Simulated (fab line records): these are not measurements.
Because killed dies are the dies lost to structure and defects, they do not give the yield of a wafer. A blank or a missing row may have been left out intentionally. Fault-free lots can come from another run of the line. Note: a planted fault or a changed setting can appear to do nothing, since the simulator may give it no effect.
Which tool was responsible? | flow rit_cmos | Sampling: 14 lots, 42 wafers, 8 of 202 route steps

== WHAT THE GAUGES READ, wafer by wafer ==
RIT_GATE_THK_MEAS_09. Usual: GATE_POLY_THK gives 248.9 nm (standard deviation 2.7).
lot  | measured    | on            | GATE_POLY_THK (nm) | flag
L763 | day 2 14:49 | film_metro-04 | 252.9 252.8 253.8  |
L764 | day 2 21:09 | film_metro-04 | 253.7 254.8 252.1  |
L766 | day 3 04:53 | film_metro-04 | 250.5 248.7 248.0  |
L767 | day 3 11:40 | film_metro-04 | 248.3 248.4 246.3  |
L768 | day 3 14:30 | film_metro-02 | 251.8 249.9 249.6  |
L770 | day 3 22:29 | film_metro-04 | 249.7 250.3 250.3  |
L773 | day 4 15:25 | film_metro-04 | 248.2 250.1 249.0  |
L775 | day 5 01:58 | film_metro-04 | 245.3 244.2 246.7  |
L779 | day 5 19:36 | film_metro-02 | 250.8 249.7 251.2  |
L781 | day 6 06:22 | film_metro-04 | 251.4 251.4 254.5  |
L783 | day 6 15:10 | film_metro-02 | 250.3 249.5 248.7  |
L784 | day 6 21:06 | film_metro-02 | 248.8 248.7 249.3  |
L785 | day 7 02:43 | film_metro-02 | 254.6 252.0 252.1  |
L786 | day 7 06:06 | film_metro-02 | 249.2 250.1 250.4  |

RIT_SPACER_THK_MEAS_04. Usual: SPACER_NITRIDE_THK gives 249.3 nm (standard deviation 2.7).
lot  | measured    | on            | SPACER_NITRIDE_THK (nm) | flag
L763 | day 3 01:11 | film_metro-02 | 246.9 247.3 246.9       |
L764 | day 3 08:19 | film_metro-01 | 252.0 249.6 251.8       |
L766 | day 3 15:43 | film_metro-04 | 250.8 250.0 250.6       |
L767 | day 3 23:13 | film_metro-02 | 246.5 245.6 245.2       |
L768 | day 4 00:25 | film_metro-02 | 249.1 249.1 250.0       |
L770 | day 4 08:31 | film_metro-04 | 247.7 247.2 246.3       |
L773 | day 5 02:05 | film_metro-02 | 250.9 251.6 250.2       |
L775 | day 5 11:49 | film_metro-02 | 243.8 245.6 244.9       |
L779 | day 6 06:53 | film_metro-01 | 251.2 249.2 253.2       |
L781 | day 6 16:21 | film_metro-01 | 247.3 247.3 248.0       |
L783 | day 7 02:05 | film_metro-04 | 248.5 251.1 248.0       |
L784 | day 7 07:10 | film_metro-04 | 244.0 245.3 245.0       |
L785 | day 8 00:04 | film_metro-04 | 246.8 249.0 249.2       |
L786 | day 8 01:24 | film_metro-01 | 246.6 249.6 250.7       |

RIT_SDANNEAL_RS_MEAS_04: measurement is done with a four-point probe. Usual: PSD_RS gives 115.9 ohm/sq (standard deviation 0.33).
lot  | measured    | on            | PSD_RS (ohm/sq)   | flag
L763 | day 3 05:08 | film_metro-03 | 115.9 115.8 115.8 |
L764 | day 3 12:19 | film_metro-01 | 116.9 116.4 116.3 |
L766 | day 3 19:43 | film_metro-04 | 115.1 115.2 115.1 |
L767 | day 4 02:48 | film_metro-01 | 116.0 115.8 116.0 |
L768 | day 4 04:02 | film_metro-04 | 72.7 72.6 72.7    | OFF
L770 | day 4 12:20 | film_metro-03 | 73.1 72.8 73.1    | OFF
L773 | day 5 05:41 | film_metro-04 | 115.4 115.7 115.6 |
L775 | day 5 15:19 | film_metro-04 | 115.8 115.8 115.6 |
L779 | day 6 10:30 | film_metro-04 | 116.2 115.9 115.8 |
L781 | day 6 19:52 | film_metro-04 | 116.1 116.2 115.6 |
L783 | day 7 05:46 | film_metro-04 | 116.4 115.9 115.7 |
L784 | day 7 22:22 | film_metro-01 | 116.4 116.4 116.3 |
L785 | day 8 04:03 | film_metro-01 | 116.1 115.8 115.7 |
L786 | day 8 05:28 | film_metro-01 | 115.6 115.4 115.9 |

RIT_SDANNEAL_RS_MEAS_05: measurement is done with a four-point probe. Usual: NSD_RS gives 84.58 ohm/sq (standard deviation 0.25).
lot  | measured    | on            | NSD_RS (ohm/sq)   | flag
L763 | day 3 05:15 | film_metro-03 | 84.59 84.70 84.87 |
L764 | day 3 12:26 | film_metro-01 | 84.60 84.55 84.95 |
L766 | day 3 19:50 | film_metro-04 | 84.61 84.22 84.61 |
L767 | day 4 02:55 | film_metro-01 | 84.90 84.92 84.77 |
L768 | day 4 04:10 | film_metro-04 | 77.04 77.32 77.18 | OFF
L770 | day 4 12:28 | film_metro-03 | 77.04 77.26 77.23 | OFF
L773 | day 5 05:49 | film_metro-04 | 84.31 84.18 84.39 |
L775 | day 5 15:26 | film_metro-04 | 84.62 84.71 84.51 |
L779 | day 6 10:37 | film_metro-04 | 84.86 84.72 84.93 |
L781 | day 6 19:59 | film_metro-04 | 84.34 84.43 84.21 |
L783 | day 7 05:53 | film_metro-04 | 84.89 84.99 84.80 |
L784 | day 7 22:29 | film_metro-01 | 84.97 84.73 85.00 |
L785 | day 8 04:10 | film_metro-01 | 84.73 84.62 84.82 |
L786 | day 8 05:35 | film_metro-01 | 84.64 84.79 84.64 |

RIT_SDANNEAL_RS_MEAS_06: measurement is done with a four-point probe. Usual: PLDD_RS gives 177.8 ohm/sq (standard deviation 0.53).
lot  | measured    | on            | PLDD_RS (ohm/sq)  | flag
L763 | day 3 05:22 | film_metro-03 | 177.9 177.7 178.1 |
L764 | day 3 12:33 | film_metro-01 | 178.5 177.9 178.6 |
L766 | day 3 19:57 | film_metro-04 | 176.7 177.4 177.1 |
L767 | day 4 03:02 | film_metro-01 | 178.3 178.0 177.9 |
L768 | day 4 04:17 | film_metro-04 | 140.8 140.9 140.5 | OFF
L770 | day 4 12:35 | film_metro-03 | 141.3 141.4 141.5 | OFF
L773 | day 5 05:56 | film_metro-04 | 177.6 178.4 178.0 |
L775 | day 5 15:33 | film_metro-04 | 177.5 176.8 176.6 |
L779 | day 6 10:44 | film_metro-04 | 177.4 177.6 177.9 |
L781 | day 6 20:06 | film_metro-04 | 177.6 178.2 177.8 |
L783 | day 7 06:01 | film_metro-04 | 177.9 177.6 177.4 |
L784 | day 7 22:36 | film_metro-01 | 178.4 177.9 177.9 |
L785 | day 8 04:17 | film_metro-01 | 178.0 177.8 178.4 |
L786 | day 8 05:42 | film_metro-01 | 177.5 177.6 177.4 |

RIT_SDANNEAL_RS_MEAS_07: measurement is done with a four-point probe. Usual: NLDD_RS gives 151.5 ohm/sq (standard deviation 0.52).
lot  | measured    | on            | NLDD_RS (ohm/sq)  | flag
L763 | day 3 05:29 | film_metro-03 | 152.0 151.7 151.8 |
L764 | day 3 12:40 | film_metro-01 | 151.4 151.9 151.2 |
L766 | day 3 20:04 | film_metro-04 | 151.1 151.8 151.6 |
L767 | day 4 03:10 | film_metro-01 | 152.4 151.6 152.4 |
L768 | day 4 04:24 | film_metro-04 | 142.2 142.0 142.7 | OFF
L770 | day 4 12:42 | film_metro-03 | 142.8 142.9 143.1 | OFF
L773 | day 5 06:03 | film_metro-04 | 151.5 151.6 151.5 |
L775 | day 5 15:40 | film_metro-04 | 151.9 151.2 151.2 |
L779 | day 6 10:52 | film_metro-04 | 151.9 151.4 151.3 |
L781 | day 6 20:13 | film_metro-04 | 151.8 151.3 151.3 |
L783 | day 7 06:08 | film_metro-04 | 151.5 151.2 151.4 |
L784 | day 7 22:43 | film_metro-01 | 151.5 151.5 152.0 |
L785 | day 8 04:25 | film_metro-01 | 151.8 151.9 151.6 |
L786 | day 8 05:49 | film_metro-01 | 152.2 151.8 152.0 |

== EACH LOT AND THE TOOL THAT RAN IT (in order: tool; ch and the chambers of the sampled wafers; start) ==
lot  | RIT_NLDD_STRIP_09                   | RIT_SDANNEAL_RTA_03
L763 | plasma_asher-02 ch 0,1, day 2 21:09 | rtp_anneal-02 ch 0, day 3 05:04
L764 | plasma_asher-04 ch 0,1, day 3 04:22 | rtp_anneal-01 ch 0, day 3 12:15
L766 | plasma_asher-02 ch 0,1, day 3 10:49 | rtp_anneal-01 ch 0, day 3 19:39
L767 | plasma_asher-03 ch 0,1, day 3 19:17 | rtp_anneal-02 ch 0, day 4 02:44
L768 | plasma_asher-04 ch 0,1, day 3 20:22 | rtp_anneal-01 ch 0, day 4 03:58
L770 | plasma_asher-04 ch 0,1, day 4 04:34 | rtp_anneal-01 ch 0, day 4 12:17
L773 | plasma_asher-04 ch 0,1, day 4 21:11 | rtp_anneal-02 ch 0, day 5 05:38
L775 | plasma_asher-03 ch 0,1, day 5 07:52 | rtp_anneal-02 ch 0, day 5 15:15
L779 | plasma_asher-02 ch 0,1, day 6 02:56 | rtp_anneal-02 ch 0, day 6 10:26
L781 | plasma_asher-04 ch 0,1, day 6 12:27 | rtp_anneal-02 ch 0, day 6 19:47
L783 | plasma_asher-02 ch 0,1, day 6 21:48 | rtp_anneal-02 ch 0, day 7 05:43
L784 | plasma_asher-03 ch 0,1, day 7 03:14 | rtp_anneal-01 ch 0, day 7 22:19
L785 | plasma_asher-02 ch 0,1, day 7 19:55 | rtp_anneal-02 ch 0, day 8 03:59
L786 | plasma_asher-02 ch 0,1, day 7 20:10 | rtp_anneal-01 ch 0, day 8 05:24
- RIT_NLDD_STRIP_09: strips in O2, time 180 s.
- RIT_SDANNEAL_RTA_03: time 5 s.

== AS READ BY THE TOOLS THEMSELVES (means over the sampled wafers that have a number; for cases with no such wafer, the mark the record gives instead) ==
RIT_NLDD_STRIP_09. Usual: drypump_motor_current_A 5.5 A, standard deviation 0.35.
lot  | tool            | drypump_motor_current_A (A) | flag
L763 | plasma_asher-02 | 5.9                         |
L764 | plasma_asher-04 | 5.3                         |
L766 | plasma_asher-02 | 5.9                         |
L767 | plasma_asher-03 | 5.7                         |
L768 | plasma_asher-04 | 5.1                         |
L770 | plasma_asher-04 | 5.3                         |
L773 | plasma_asher-04 | 5.1                         |
L775 | plasma_asher-03 | 5.8                         |
L779 | plasma_asher-02 | 5.9                         |
L781 | plasma_asher-04 | 5.3                         |
L783 | plasma_asher-02 | 5.9                         |
L784 | plasma_asher-03 | 5.8                         |
L785 | plasma_asher-02 | 5.8                         |
L786 | plasma_asher-02 | 5.7                         |

RIT_SDANNEAL_RTA_03. Usual: wafer_temp_C_max 1053.6, standard deviation 1.1.
lot  | tool          | wafer_temp_C_max | flag
L763 | rtp_anneal-02 | 1053.5           |
L764 | rtp_anneal-01 | 1053.9           |
L766 | rtp_anneal-01 | 1054.0           |
L767 | rtp_anneal-02 | 1052.9           |
L768 | rtp_anneal-01 | 1053.9           |
L770 | rtp_anneal-01 | 1053.7           |
L773 | rtp_anneal-02 | 1054.1           |
L775 | rtp_anneal-02 | 1052.6           |
L779 | rtp_anneal-02 | 1053.2           |
L781 | rtp_anneal-02 | 1053.8           |
L783 | rtp_anneal-02 | 1054.4           |
L784 | rtp_anneal-01 | 1053.6           |
L785 | rtp_anneal-02 | 1053.6           |
L786 | rtp_anneal-01 | 1055.2           |

== THE ANSWER, worked out from the rows above alone ==
Rule: take the mean of a lot's wafers that have a number; if it is more than 3 standard deviations from the usual mean, the lot is off. A lot without any number at a reading at which 4 lots or more have one is off too. The other lots that the step has rows for count as sound. First the gauges in route order, then the tools' own readings, where a lot's mean is used as printed above. The first step at which some lot is off is used, and at that step the reading that is off furthest; a lot without a number counts as furthest.
Off: L768, L770, at RIT_SDANNEAL_RS_MEAS_04 (PSD_RS).
If a tool, at a process step before that reading, ran all the lots that are off and no sound lot after the first of them, it fits. Gauges at RIT_SDANNEAL_RS_MEAS_04: tried the same way as those tools. Of those tried, none fits.

== WHAT WAS PUT IN BY THE SIMULATOR ==
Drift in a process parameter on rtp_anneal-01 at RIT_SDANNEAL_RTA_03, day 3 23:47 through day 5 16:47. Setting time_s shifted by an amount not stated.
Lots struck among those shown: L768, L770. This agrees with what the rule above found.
